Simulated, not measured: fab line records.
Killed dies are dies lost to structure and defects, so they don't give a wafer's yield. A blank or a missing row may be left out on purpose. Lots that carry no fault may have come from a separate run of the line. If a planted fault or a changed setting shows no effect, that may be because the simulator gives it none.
Split-lot experiment    flow berkeleyCmos170    23 wafers read from 5 lots, route of 331 steps

== ON THE SPLIT ==
At UCB170_V1_CMP_02 (polishes SiO2), the setting leaveAboveRefNm was moved away from the recipe's 1000 nm on 10 of the 23 wafers read, by -7.3% to +7.5%. All remaining wafers had this setting at the recipe value.

== FROM THE SPLIT ON TO THE READING: in between, the file shows 1 step ==
- UCB170_V1_THK_MEAS_04

== THE READING ==
oesProductAu, in a.u., at UCB170_V1_ETCH_14 (etches SiO2 in CHF3/CF4/Ar, stops on Al, target depth 1250 nm, time 291 s). On this fab line, fault-free wafers typically give 0.873 a.u. with a standard deviation of 0.014 a.u.

wafer   tool, chamber at the split  leaveAboveRefNm as run, nm  against the recipe  oesProductAu, a.u.  against lot-mates on the recipe
L074.1  cmp-02, 1,2,0               1075                        +7.5%               0.904               +0.041
L074.2  cmp-02, 1,2,0               1075                        +7.5%               0.924               +0.061
L074.3  cmp-02, 0,3                 1000                        recipe              0.863               -
L074.4  cmp-02, 0,3                 1000                        recipe              0.863               -
L074.5  cmp-02, 1,2,0               1075                        +7.5%               0.914               +0.051
L075.1  cmp-02, 1                   1058                        +5.8%               0.914               +0.043
L075.2  cmp-02, 2,0                 1000                        recipe              0.873               -
L075.3  cmp-02, 0                   1058                        +5.8%               0.887               +0.016
L075.4  cmp-02, 3                   1000                        recipe              0.857               -
L075.5  cmp-02, 2,0                 1000                        recipe              0.883               -
L077.1  cmp-01, 0                   1000                        recipe              0.856               -
L077.2  cmp-01, 1                   1023                        +2.3%               0.886               +0.021
L077.3  cmp-01, 3                   1000                        recipe              0.874               -
L077.4  cmp-01, 2                   1023                        +2.3%               0.895               +0.030
L077.5  cmp-01, 2                   1023                        +2.3%               0.870               +0.005
L084.1  cmp-01, 1                   926.8                       -7.3%               0.840               -0.039
L084.2  cmp-01, 0,1                 1000                        recipe              0.890               -
L084.4  cmp-01, 3                   1000                        recipe              0.858               -
L084.5  cmp-01, 0,1                 1000                        recipe              0.888               -
L084.6  cmp-01, 0                   926.8                       -7.3%               0.815               -0.064
L085.1  cmp-01, 3                   1000                        recipe              0.871               -
L085.2  cmp-01, 1                   1000                        recipe              0.860               -
L085.4  cmp-01, 2                   1000                        recipe              0.871               -
Rows listing several chambers each stand for several wafers; the file does not say which wafer went through which chamber.

FIT RESULTS
A straight line over all 23 wafers: oesProductAu changes by +0.00576 a.u. for each +1% of leaveAboveRefNm; r = +0.89; the points scatter about the line by 0.012 a.u.
The same after taking each lot's own level away (the mean of its wafers on the recipe; 23 wafers): +0.00662 a.u. for each +1%; r = +0.92; scatter 0.011 a.u.
On that fit, the largest move of leaveAboveRefNm shifts the reading by 0.05 a.u.
From 0.8630 to 0.8787 a.u.: that is the span of the lots' own levels, equal to 1.1 times the standard deviation above.
Thus the slope moves with the lot-to-lot level: the two fits are different.
Check: +0.0509 a.u. against its lot-mates is what the line predicts for one of the wafers moved furthest among these (+7.5%) when that wafer is left out of the fit. Against them it came out at +0.041 a.u.

== FURTHER SPLITS ON THESE WAFERS ==
Other splits were also applied to these wafers ahead of the reading. Each is held against what the fit with the lots' levels taken away leaves over:
other split on the same wafers  wafers away from the commonest value  r with oesProductAu (lot level and that fit taken away)
UCB170_SDANNEAL_RTA_01 timeS    5                                     -0.33
UCB170_M1_COAT_04 resistThkNm   8                                     -0.12

== THE WHOLE CHAIN: every reading that the file lists as answering this split, in the file's order ==
step                   what it does                                                               reading                                                                   change (the file's fit)                   r (the file's)
UCB170_V1_CMP_02       polishes SiO2                                                              SiO2_of_V1_CVD_00.thkNm (the simulator's own value, which no gauge read)  +10 nm for each +1% of the setting        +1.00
UCB170_V1_THK_MEAS_04                                                                             V1_POLISHED_THK                                                           +10 for each +1% of the setting           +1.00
UCB170_V1_ETCH_14      etches SiO2 in CHF3/CF4/Ar, stops on Al, target depth 1250 nm, time 291 s  oesProductAu                                                              +0.0065 a.u. for each +1% of the setting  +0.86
UCB170_V1_ETCH_14      etches SiO2 in CHF3/CF4/Ar, stops on Al, target depth 1250 nm, time 291 s  V1.featureDepthNm (the simulator's own value, which no gauge read)        +10.1 nm for each +1% of the setting      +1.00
UCB170_V1_ETCH_14      etches SiO2 in CHF3/CF4/Ar, stops on Al, target depth 1250 nm, time 291 s  etch.depthNm (the simulator's own value, which no gauge read)             +10 nm for each +1% of the setting        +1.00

== THE FILE'S OWN FIT ==
oesProductAu changes by +0.0065 a.u. for each +1% of leaveAboveRefNm, r = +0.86.
